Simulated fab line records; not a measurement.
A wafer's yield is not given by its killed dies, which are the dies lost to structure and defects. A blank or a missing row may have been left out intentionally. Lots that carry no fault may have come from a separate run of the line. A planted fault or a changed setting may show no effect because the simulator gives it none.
One fault seen from 2 desks :: flow ritCmos :: each desk holds nothing but its own numbers, with what lay behind them at the end

== FOR THE TOOL OWNER'S DESK: pvdSputter-03 ==
The tool's own readings at RIT_SILICIDE_SPUTTER_01 (material Ti, target thk 30 nm, time 240 s): means of the sampled wafers that have a number, for each lot that ran on this tool. If a lot's mean is further than 4 standard deviations from the usual mean, the lot is out of limits and carries the mark OUT (the distance appears in the brackets).
Columns: A = cathodeDcPowerW at RIT_SILICIDE_SPUTTER_01, usual 350.00 W; B = throttleValvePct at RIT_SILICIDE_SPUTTER_01, usual 30.4 %
lot: L715
first seen here: day 3 06:35
A: 349.97
B: 32.6

lot: L717
first seen here: day 3 13:48
A: 350.00
B: 30.8

lot: L719
first seen here: day 3 23:01
A: 350.00
B: 31.3

lot: L721
first seen here: day 4 10:49
A: 350.00
B: 30.9

lot: L727
first seen here: day 5 18:24
A: 350.00
B: 30.9

lot: L735
first seen here: day 8 03:52
A: 285.92 (-99 or more) OUT
B: 31.2

lot: L736
first seen here: day 8 14:26
A: 285.94 (-99 or more) OUT
B: 31.5
This desk's verdict: out of limits on L735, L736, starting with L735 at day 8 03:52 (cathodeDcPowerW at RIT_SILICIDE_SPUTTER_01). In limits: L715, L717, L719, L721, L727.

== FROM THE METROLOGY DESK ==
Means of the sampled wafers that have a number, per lot and without regard to the tool the lot ran on: this is what the gauges read. If a lot's mean is further than 4 standard deviations from the usual mean, the lot is out of limits and carries the mark OUT (the distance appears in the brackets).
Columns: A = SILICIDE_TI_RS at RIT_SILICIDE_RS_MEAS_02, usual 47.6 ohm/sq; B = SILICIDE_TI_THK at RIT_SILICIDE_THK_MEAS_03, usual 30.0 nm
lot: L715
first seen here: day 3 06:47
A: 47.1
B: 30.3

lot: L716
first seen here: day 3 09:00
A: 47.4
B: 30.1

lot: L717
first seen here: day 3 13:59
A: 48.1
B: 29.9

lot: L719
first seen here: day 3 23:10
A: 48.2
B: 29.7

lot: L720
first seen here: day 4 02:52
A: 47.6
B: 30.0

lot: L721
first seen here: day 4 11:00
A: 48.6
B: 29.6

lot: L722
first seen here: day 4 17:49
A: 47.7
B: 30.0

lot: L723
first seen here: day 4 20:11
A: 47.4
B: 30.1

lot: L724
first seen here: day 4 23:33
A: 47.2
B: 30.2

lot: L726
first seen here: day 5 15:32
A: 46.5
B: 30.5

lot: L727
first seen here: day 5 18:35
A: 46.7
B: 30.4

lot: L735
first seen here: day 8 04:02
A: 62.5 (+24) OUT
B: 24.1 (-18) OUT

lot: L736
first seen here: day 8 14:35
A: 61.6 (+22) OUT
B: 24.4 (-18) OUT

lot: L737
first seen here: day 8 16:28
A: 47.8
B: 29.9
This desk's finding: out of limits on L735, L736; first on L735, day 8 04:02 (SILICIDE_TI_RS at RIT_SILICIDE_RS_MEAS_02). In limits: L715, L716, L717, L719, L720, L721, L722, L723, L724, L726, L727, L737.

== ALL TOGETHER ==
The tool owner's desk could have raised an alarm at day 8 03:52, on L735, L736.
At day 8 04:02 the metrology desk could have sounded an alarm, on L735, L736.
Every lot named ran RIT_SILICIDE_SPUTTER_01 on pvdSputter-03.

== WHAT HAD BEEN PUT IN BY THE SIMULATOR ==
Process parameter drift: pvdSputter-03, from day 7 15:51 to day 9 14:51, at RIT_SILICIDE_SPUTTER_01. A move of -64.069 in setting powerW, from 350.
Shown lots that were struck: L735, L736.
Fault start to first reading out of limits, in hours, per desk: tool owner, 12; metrology, 12.
